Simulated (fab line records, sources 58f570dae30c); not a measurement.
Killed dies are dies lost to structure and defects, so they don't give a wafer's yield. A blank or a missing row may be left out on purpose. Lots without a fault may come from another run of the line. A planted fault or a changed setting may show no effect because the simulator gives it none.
Problem report in the 8D (eight disciplines) form, filled by code | flow berkeley_cmos170 | the parts of the form that need people (team, actions taken, sign-off) are left out

1. THE PROBLEM
oes_product_au at UCB170_M1_ETCH_11 reads a mean of 1.179 a.u. on 2 wafers of 2 lots; wafers without a fault read 1.004 a.u. with a standard deviation of 0.022. That is +8.0 standard deviations from the usual mean.
The step: etches BARC in N2/H2.
First seen on wafer L582.4, day 11 04:50, on rie_diel-03. The record holds 18 wafers of 6 lots with a number at this step. Rule for "out", or "out of limits": more than 4 standard deviations from the usual mean. The other wafers with a number count as sound.

2. WHAT IT IS AND WHAT IT IS NOT
question                    | is                | is not
which readings at this step | oes_product_au    | drypump_motor_current_A, throttle_valve_pct
which lots                  | L582, L584        | L571, L580, L586, L590
which wafers of those lots  | L582.4, L584.4    | L582.2, L582.6, L584.3, L584.5
read on which tools         | rie_diel-03       | rie_diel-01, rie_diel-02
when                        | from day 11 04:50 | up to then (8 sound wafers); but 8 sound wafers of L584, L586, L590 came after

3. SUSPECTS, AND WHAT RULES EACH OUT
Counting: a tool at a process step up to the reading stays a suspect if it ran every lot that is out. Sound lots after the first of them don't rule it out here, since some wafers of a struck lot are sound.
- rie_diel-03 at UCB170_M1_ETCH_11 (etches BARC in N2/H2): kept. It ran every lot that is out, first L582 (day 11 04:50); its last sound lot up to then is L580 (day 11 02:12). Its own readings are out on those wafers: oes_product_au.
- Within rie_diel-03 at UCB170_M1_ETCH_11: the wafers that are out ran in chamber 1; their sound lot-mates ran in chambers 0, 2, 3.
Left after counting: rie_diel-03 at UCB170_M1_ETCH_11.

4. THE CAUSE (what the simulator had put in)
Process parameter drift: rie_diel-03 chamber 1, from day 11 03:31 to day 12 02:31, at UCB170_M1_ETCH_11. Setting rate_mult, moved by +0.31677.
Counting left only this tool.

5. THE CHAIN OF EFFECTS, in route order
Each row: a reading whose mean over the struck wafers that have a number lies more than 3 standard deviations from the usual. Only readings for which the record gives a usual standard deviation are gone through. hours: the time from each lot's start at the first step in this table that gives one to its start at this step, as a median over the lots. sigmas: the change in usual standard deviations.
hours | step              | reading        | usual      | on struck wafers | change | sigmas
0     | UCB170_M1_ETCH_11 | oes_product_au | 1.004 a.u. | 1.179            | +0.175 | +8.0
The process steps in it:
- UCB170_M1_ETCH_11: etches BARC in N2/H2.

6. WHAT WOULD HAVE CAUGHT IT SOONER
In this record the first reading out of limits was taken at day 11 04:50, 1 hour after the fault began at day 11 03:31.
